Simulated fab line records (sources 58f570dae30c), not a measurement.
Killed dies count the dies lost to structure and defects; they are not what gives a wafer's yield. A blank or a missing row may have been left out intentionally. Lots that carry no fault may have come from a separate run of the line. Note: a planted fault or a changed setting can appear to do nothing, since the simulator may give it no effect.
2 desks, one fault / flow berkeleyCmos170 / each desk has only its own numbers; what lay behind them comes last

== THE METROLOGY DESK ==
What the gauges read, lot by lot, whatever tool the lot ran on: means of the sampled wafers that have a number. A lot is out of limits, marked OUT, if its mean lies more than 4 standard deviations from the usual mean; the brackets give that distance. 7 of its 8 readings are shown, namely those furthest out on some lot.
Columns: A = START_OXIDE_THK at UCB170_START_THK_MEAS_03, usual 19.8 nm; B = NWELL_OXIDE_THK at UCB170_NWELL_THK_MEAS_02, usual 26.2 nm; C = NWELL_NITRIDE_THK at UCB170_NWELL_THK_MEAS_05, usual 224.3 nm; D = NWELL_OVL at UCB170_NWELL_OVL_MEAS_12, usual -1 nm; E = NWELL_TW at UCB170_NWELL_TW_MEAS_16, usual 1264; F = PWELL_OXIDE_THK at UCB170_PWELL_THK_MEAS_03, usual 26.3 nm; G = PWELL_NITRIDE_THK at UCB170_PWELL_THK_MEAS_06, usual 209.7 nm
lot=L933; first seen here=day 2 01:01; A=19.8; B=26.2; C=226.1; D=3; E=1239; F=26.6; G=204.5
lot=L936; first seen here=day 2 16:01; A=19.7; B=26.2; C=222.0; D=-3; E=1292; F=26.9; G=211.2
lot=L939; first seen here=day 3 07:00; A=20.2; B=26.4; C=224.5; D=-8; E=1252; F=26.3; G=211.8
lot=L948; first seen here=day 5 04:00; A=20.1; B=26.1; C=220.8; D=-2; E=1287; F=25.8; G=208.9
lot=L952; first seen here=day 6 00:00; A=19.5; B=25.5; C=223.5; D=1; E=1264; F=26.2; G=212.4
This desk found nothing out of limits on any of the 5 lots.

== TOOL OWNER'S DESK, plasmaAsher-01 ==
The tool's own readings at UCB170_ZERO_STRIP_07 (strips in O2): means of the sampled wafers that have a number, for each lot that ran on this tool. A lot is out of limits, marked OUT, if its mean lies more than 4 standard deviations from the usual mean; the brackets give that distance.
Columns: A = drypumpMotorCurrentA at UCB170_ZERO_STRIP_07, usual 5.6 A; B = oesProductAu at UCB170_ZERO_STRIP_07, usual 0.727 a.u.; C = stripTimeToEndpointS at UCB170_ZERO_STRIP_07, usual 21.54 s
lot=L936; first seen here=day 3 05:56; A=5.4; B=0.729; C=21.47
lot=L948; first seen here=day 5 16:07; A=5.4; B=0.727; C=21.51
This desk found nothing out of limits on any of the 2 lots.

== ALL TOGETHER ==
At the metrology desk, nothing out of limits was observed.
Nothing out of limits was seen by the tool owner's desk.

== WHAT THE SIMULATOR HAD INSERTED ==
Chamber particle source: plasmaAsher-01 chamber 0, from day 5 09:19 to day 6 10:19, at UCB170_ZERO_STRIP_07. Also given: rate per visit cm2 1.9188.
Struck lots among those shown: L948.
